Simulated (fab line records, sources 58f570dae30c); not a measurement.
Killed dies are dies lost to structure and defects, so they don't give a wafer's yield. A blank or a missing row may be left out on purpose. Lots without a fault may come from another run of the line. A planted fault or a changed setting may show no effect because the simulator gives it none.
Which tool did it? | flow berkeley_cmos170 | 15 lots, 45 wafers sampled, at 4 steps of a route of 331

WHAT THE GAUGES READ, wafer by wafer
UCB170_M2_CD_MEAS_90: target cd 700 nm. Usual: cd_nm 699 nm, standard deviation 4.6.
lot  | measured     | on        | cd_nm (nm)  | flag
L383 | day 8 18:45  | cd_sem-02 | 696 695 698 |
L384 | day 9 02:27  | cd_sem-01 | 695 704 703 |
L387 | day 9 10:49  | cd_sem-01 | 693 688 702 |
L388 | day 10 15:52 | cd_sem-01 | 699 707 699 |
L390 | day 10 16:18 | cd_sem-01 | 700 692 698 |
L392 | day 11 02:44 | cd_sem-01 | 691 691 702 |
L396 | day 11 18:47 | cd_sem-01 | 701 700 694 |
L395 | day 11 20:20 | cd_sem-02 | 706 695 707 |
L397 | day 12 07:26 | cd_sem-02 | 693 697 702 |
L400 | day 12 17:03 | cd_sem-02 | 696 705 696 |
L401 | day 13 13:12 | cd_sem-02 | 697 700 701 |
L402 | day 13 12:57 | cd_sem-02 | 704 695 698 |
L403 | day 14 00:14 | cd_sem-01 | 694 698 701 |
L404 | day 14 00:35 | cd_sem-02 | 700 702 706 |
L405 | day 14 07:34 | cd_sem-01 | 700 701 695 |

WHICH TOOL RAN EACH LOT (tool, then ch and the chambers of the sampled wafers, then the start)
lot  | UCB170_M1_ETCH_11                  | UCB170_V1_CMP_02              | UCB170_M2_ETCH_17
L383 | rie_diel-04 ch 0,1, day 8 11:16    | cmp-02 ch 0,1, day 8 13:54    | rie_diel-04 ch 1,2,3, day 8 18:23
L384 | rie_diel-01 ch 1,2, day 8 19:48    | cmp-02 ch 1,2, day 8 21:46    | rie_diel-03 ch 0,3, day 9 02:07
L387 | rie_diel-02 ch 0,1,2, day 9 04:17  | cmp-02 ch 1,2,3, day 9 06:14  | rie_diel-04 ch 0,1,3, day 9 10:28
L388 | rie_diel-04 ch 0,3, day 10 05:43   | cmp-02 ch 2,3, day 10 07:43   | rie_diel-02 ch 1,2,3, day 10 15:30
L390 | rie_diel-04 ch 0,2,3, day 10 07:56 | cmp-02 ch 1,2,3, day 10 10:26 | rie_diel-04 ch 1,2, day 10 15:58
L392 | rie_diel-04 ch 2,3, day 10 16:52   | cmp-01 ch 1,2,3, day 10 19:52 | rie_diel-02 ch 1,2, day 11 02:24
L396 | rie_diel-02 ch 1,2,3, day 11 10:58 | cmp-02 ch 0,1,3, day 11 13:41 | rie_diel-04 ch 1,2,3, day 11 18:26
L395 | rie_diel-02 ch 1,2,3, day 11 12:26 | cmp-01 ch 0,2,3, day 11 15:07 | rie_diel-02 ch 1,2,3, day 11 19:58
L397 | rie_diel-01 ch 0,1, day 11 22:38   | cmp-02 ch 0,1, day 12 01:02   | rie_diel-02 ch 2,3, day 12 07:06
L400 | rie_diel-02 ch 2,3, day 12 08:54   | cmp-01 ch 1,3, day 12 10:51   | rie_diel-02 ch 1,2, day 12 16:43
L401 | rie_diel-01 ch 0,1,2, day 13 01:44 | cmp-01 ch 0,2,3, day 13 03:40 | rie_diel-03 ch 1,2,3, day 13 12:51
L402 | rie_diel-02 ch 1,2,3, day 13 03:23 | cmp-02 ch 0,2,3, day 13 05:25 | rie_diel-02 ch 2,3, day 13 12:37
L403 | rie_diel-01 ch 0,3, day 13 14:26   | cmp-01 ch 0,1,3, day 13 16:28 | rie_diel-04 ch 2,3, day 13 23:52
L404 | rie_diel-04 ch 0,1,2, day 13 15:07 | cmp-02 ch 0,2,3, day 13 17:43 | rie_diel-02 ch 0,2,3, day 14 00:16
L405 | rie_diel-02 ch 1,2,3, day 13 21:58 | cmp-02 ch 2,3, day 14 00:13   | rie_diel-03 ch 2,3, day 14 07:14
- UCB170_M1_ETCH_11: etches BARC in N2/H2.
- UCB170_V1_CMP_02: polishes SiO2.
- UCB170_M2_ETCH_17: etches BARC in N2/H2.

WHAT THE TOOLS THEMSELVES READ (means of the sampled wafers that have a number; where no wafer has one, the mark that the record gives instead)
UCB170_M1_ETCH_11. Usual: drypump_motor_current_A 5.6 A, standard deviation 0.41; oes_product_au 0.994 a.u., standard deviation 0.025; throttle_valve_pct 12.94 %, standard deviation 0.16.
lot  | tool        | drypump_motor_current_A (A) | oes_product_au (a.u.) | throttle_valve_pct (%) | flag
L383 | rie_diel-04 | 5.9                         | 1.005                 | 12.85                  |
L384 | rie_diel-01 | 5.3                         | 0.983                 | 12.77                  |
L387 | rie_diel-02 | 5.6                         | 1.010                 | 13.13                  |
L388 | rie_diel-04 | 5.9                         | 1.011                 | 12.90                  |
L390 | rie_diel-04 | 5.8                         | 0.995                 | 12.92                  |
L392 | rie_diel-04 | 5.6                         | 0.988                 | 12.99                  |
L396 | rie_diel-02 | 5.4                         | 1.012                 | 13.09                  |
L395 | rie_diel-02 | 5.4                         | 1.012                 | 13.09                  |
L397 | rie_diel-01 | 6.1                         | 0.955                 | 12.92                  |
L400 | rie_diel-02 | 5.2                         | 1.024                 | 12.95                  |
L401 | rie_diel-01 | 5.7                         | 0.964                 | 12.85                  |
L402 | rie_diel-02 | 5.4                         | 1.016                 | 13.09                  |
L403 | rie_diel-01 | 6.1                         | 0.946                 | 12.89                  |
L404 | rie_diel-04 | 5.8                         | 1.002                 | 12.90                  |
L405 | rie_diel-02 | 5.4                         | 1.016                 | 13.10                  |

UCB170_V1_CMP_02. Usual: motor_current_A 16.5 A, standard deviation 1.9; slurry_flow_ml_min 149.9, standard deviation 0.45.
lot  | tool   | motor_current_A (A) | slurry_flow_ml_min | flag
L383 | cmp-02 | 16.3                | 149.8              |
L384 | cmp-02 | 16.4                | 150.1              |
L387 | cmp-02 | 16.0                | 150.0              |
L388 | cmp-02 | 15.1                | 149.8              |
L390 | cmp-02 | 15.8                | 149.7              |
L392 | cmp-01 | 17.2                | 149.6              |
L396 | cmp-02 | 15.7                | 150.1              |
L395 | cmp-01 | 18.1                | 150.1              |
L397 | cmp-02 | 16.6                | 149.4              |
L400 | cmp-01 | 17.5                | 149.8              |
L401 | cmp-01 | 17.7                | 149.6              |
L402 | cmp-02 | 16.1                | 149.7              |
L403 | cmp-01 | 16.1                | 149.7              |
L404 | cmp-02 | 16.6                | 149.7              |
L405 | cmp-02 | 14.9                | 149.9              |

UCB170_M2_ETCH_17. Usual: drypump_motor_current_A 5.6 A, standard deviation 0.38; oes_product_au 1.007 a.u., standard deviation 0.027; throttle_valve_pct 13.32 %, standard deviation 0.16.
lot  | tool        | drypump_motor_current_A (A) | oes_product_au (a.u.) | throttle_valve_pct (%) | flag
L383 | rie_diel-04 | 5.6                         | 0.989                 | 13.27                  |
L384 | rie_diel-03 | 5.4                         | 0.979                 | 13.16                  |
L387 | rie_diel-04 | 5.7                         | 1.003                 | 13.22                  |
L388 | rie_diel-02 | 5.4                         | 1.021                 | 13.39                  |
L390 | rie_diel-04 | 5.7                         | 0.991                 | 13.24                  |
L392 | rie_diel-02 | 5.7                         | 1.005                 | 13.47                  |
L396 | rie_diel-04 | 5.6                         | 0.995                 | 13.28                  |
L395 | rie_diel-02 | 5.4                         | 1.019                 | 13.40                  |
L397 | rie_diel-02 | 5.2                         | 1.029                 | 13.27                  |
L400 | rie_diel-02 | 5.6                         | 1.003                 | 13.55                  |
L401 | rie_diel-03 | 5.9                         | 0.999                 | 13.31                  |
L402 | rie_diel-02 | 5.2                         | 1.027                 | 13.26                  |
L403 | rie_diel-04 | 5.6                         | 0.985                 | 13.30                  |
L404 | rie_diel-02 | 5.4                         | 1.020                 | 13.30                  |
L405 | rie_diel-03 | 5.7                         | 1.007                 | 13.39                  |

THE ANSWER, worked out from the rows above alone
Rule: a lot is off if the mean of its wafers that have a number lies more than 3 standard deviations from the usual mean. A lot without any number at a reading at which 4 lots or more have one is off too. The other lots that the step has rows for count as sound. The gauges are gone through in route order, then the tools' own readings, and for those a lot's mean is taken as printed above. The first step at which some lot is off is used, and at that step the reading that is off furthest; a lot without a number counts as furthest.
No lot is off at any reading shown: from this, nothing can be told.

WHAT THE SIMULATOR HAD PUT IN
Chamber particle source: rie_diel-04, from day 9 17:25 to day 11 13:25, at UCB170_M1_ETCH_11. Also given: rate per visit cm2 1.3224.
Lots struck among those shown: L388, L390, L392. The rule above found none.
